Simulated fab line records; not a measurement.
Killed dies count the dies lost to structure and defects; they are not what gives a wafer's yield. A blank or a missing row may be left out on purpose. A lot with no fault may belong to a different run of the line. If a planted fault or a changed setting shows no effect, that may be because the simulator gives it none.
The same fault as seen by 2 desks	flow rit cmos	what lay behind the numbers comes last; until then each desk has only its own

## FOR THE TOOL OWNER'S DESK: iline stepper-01
The tool's own readings at RIT_CONTACT_EXPOSE_05 (exposes mask M11, target cd 1000 nm): means of the sampled wafers that have a number, for each lot that ran on this tool. A lot is out of limits, marked OUT, if its mean lies more than 4 standard deviations from the usual mean; the brackets give that distance.
Columns: A = exposure dose mJ cm2 at RIT_CONTACT_EXPOSE_05, usual 249.88; B = reticle temp C at RIT_CONTACT_EXPOSE_05, usual 22.98 C
lot	first seen here	A	B
L417	day 3 06:48	250.00	22.96
L419	day 3 14:48	249.75	22.97
L424	day 4 15:58	249.78	23.00
L426	day 5 05:26	195.71 (-99 or more) OUT	22.92
L427	day 5 07:19	206.51 (-99 or more) OUT	22.95
This desk's finding: out of limits on L426, L427; first on L426, day 5 05:26 (exposure dose mJ cm2 at RIT_CONTACT_EXPOSE_05). L417, L419, L424: within limits.

## AT THE METROLOGY DESK
What the gauges read, lot by lot, whatever tool the lot ran on: means of the sampled wafers that have a number. A lot is out of limits, marked OUT, if its mean lies more than 4 standard deviations from the usual mean; the brackets give that distance.
Columns: A = INCOMING_BOW at RIT_ACTIVE_BOW_MEAS_00, usual 0 um; B = NLDD_TW at RIT_NLDD_TW_MEAS_10, usual 2495; C = NSD_RS at RIT_SDANNEAL_RS_MEAS_05, usual 83.68 ohm/sq; D = cd nm at RIT_CONTACT_CD_MEAS_08, usual 999.4 nm
lot	first seen here	A	B	C	D
L417	day 1 10:00	6	2496	83.41	999.0
L418	day 1 15:01	1	2517	84.08	1001.9
L419	day 1 20:00	-5	2469	83.52	1000.2
L420	day 2 01:01	1	2495	83.83	997.4
L421	day 2 06:00	-5	2467	83.55	1000.0
L423	day 2 16:00	-6	2475	83.66	1001.3
L424	day 2 21:01	2	2480	83.93	999.1
L426	day 3 07:00	-2	2497	83.66	929.6 (-39) OUT
L427	day 3 12:00	0	2484	83.83	946.2 (-30) OUT
L430	day 4 03:01	4	2479	83.44	996.5
L436	day 5 09:01	-1	2488	83.64	1001.3
L437	day 5 14:02	-1	2471	83.33	999.8
L438	day 5 19:01	2	2526	83.99	1000.1
L440	day 6 05:00	-9	2526	83.55	998.1
This desk's finding: out of limits on L426, L427; first on L426, day 5 05:56 (cd nm at RIT_CONTACT_CD_MEAS_08). L417, L418, L419, L420, L421, L423, L424, L430, L436, L437, L438, L440: within limits.

## PUT TOGETHER
An alarm could have come from the tool owner's desk at day 5 05:26, on L426, L427.
L426, L427 would have let the metrology desk raise an alarm at day 5 05:56.
Of the lots named, all ran RIT_CONTACT_EXPOSE_05 on iline stepper-01.

## WHAT WAS PUT IN BY THE SIMULATOR
Process parameters drifting: iline stepper-01 at RIT_CONTACT_EXPOSE_05, beginning at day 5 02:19. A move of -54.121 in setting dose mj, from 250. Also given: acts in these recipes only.
Shown lots that were struck: L426, L427.
Hours from the fault's start to each desk's first reading out of limits: the tool owner's desk, 3; the metrology desk, 4.
